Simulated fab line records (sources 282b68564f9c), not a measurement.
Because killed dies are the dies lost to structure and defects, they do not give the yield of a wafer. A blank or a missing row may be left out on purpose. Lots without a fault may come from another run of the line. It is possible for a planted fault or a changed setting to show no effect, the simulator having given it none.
One fault seen from 2 desks + flow ritCmos + numbers are kept per desk, each desk with only its own; the story behind them comes last

== DESK OF THE TOOL OWNER: pvdSputter-01 ==
The tool's own readings at RIT_M1_SPUTTER_00 (material Al, target thk 400 nm, time 500 s): means of the sampled wafers that have a number, for each lot that ran on this tool. Any lot whose mean is over 4 standard deviations away from the usual mean is out of limits and marked OUT; that distance is given in the brackets.
Columns: A = chamberPressurePa at RIT_M1_SPUTTER_00, usual 0.3999 Pa; B = throttleValvePct at RIT_M1_SPUTTER_00, usual 30.1 %
| lot  | first seen here | A                | B    |
|------|-----------------|------------------|------|
| L778 | day 3 16:17     | 0.3999           | 29.6 |
| L780 | day 4 18:08     | 0.4002           | 29.5 |
| L782 | day 5 01:07     | 0.3999           | 29.6 |
| L784 | day 5 07:11     | 0.3999           | 29.7 |
| L786 | day 6 02:14     | 0.3993           | 29.7 |
| L791 | day 6 15:44     | 0.3634 (-45) OUT | 31.1 |
| L792 | day 6 19:02     | 0.3623 (-46) OUT | 31.4 |
Finding of this desk: L791, L792 out of limits; the first was L791 at day 6 15:44, on chamberPressurePa at RIT_M1_SPUTTER_00. In limits: L778, L780, L782, L784, L786.

== AT THE METROLOGY DESK ==
What the gauges read for every lot (on any tool): the sampled wafers with a number, averaged. Any lot whose mean is over 4 standard deviations away from the usual mean is out of limits and marked OUT; that distance is given in the brackets.
Columns: A = SILICIDE_TI_RS at RIT_SILICIDE_RS_MEAS_02, usual 48.3 ohm/sq; B = SILICIDE_TI_THK at RIT_SILICIDE_THK_MEAS_03, usual 29.6 nm; C = M1_BOW at RIT_M1_BOW_MEAS_16, usual 16 um
| lot  | first seen here | A    | B    | C  |
|------|-----------------|------|------|----|
| L778 | day 3 13:36     | 48.7 | 29.3 | 15 |
| L779 | day 4 02:35     | 48.4 | 29.5 | 24 |
| L780 | day 4 15:29     | 49.3 | 29.1 | 17 |
| L781 | day 4 19:14     | 48.1 | 29.7 | 15 |
| L782 | day 4 21:44     | 47.4 | 30.2 | 13 |
| L783 | day 5 03:58     | 49.1 | 29.2 | 15 |
| L784 | day 5 04:20     | 47.8 | 29.7 | 19 |
| L786 | day 5 22:56     | 46.4 | 30.5 | 19 |
| L791 | day 6 12:43     | 47.6 | 29.8 | 11 |
| L792 | day 6 16:05     | 47.5 | 30.0 | 17 |
| L793 | day 6 16:50     | 48.6 | 29.4 | 19 |
| L794 | day 7 01:44     | 48.3 | 29.5 | 16 |
| L796 | day 7 07:39     | 49.2 | 29.2 | 14 |
| L799 | day 7 15:45     | 49.1 | 29.1 | 14 |
Result from this desk: across the 14 lots, nothing is out of limits.

== ALL TOGETHER ==
An alarm could have come from the tool owner's desk at day 6 15:44, on L791, L792.
Nothing out of limits was seen by the metrology desk.
The metrology desk holds a record of L791, L792, inside its limits.
On pvdSputter-01, each named lot ran RIT_M1_SPUTTER_00.

== WHAT HAD BEEN PUT IN BY THE SIMULATOR ==
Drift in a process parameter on pvdSputter-01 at RIT_M1_SPUTTER_00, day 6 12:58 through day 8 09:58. From 0.4, the setting chamberPressurePa moved by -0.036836.
Lots struck among those shown: L791, L792.
Each desk's first reading out of limits, in hours after the fault started: the tool owner's desk, 3.
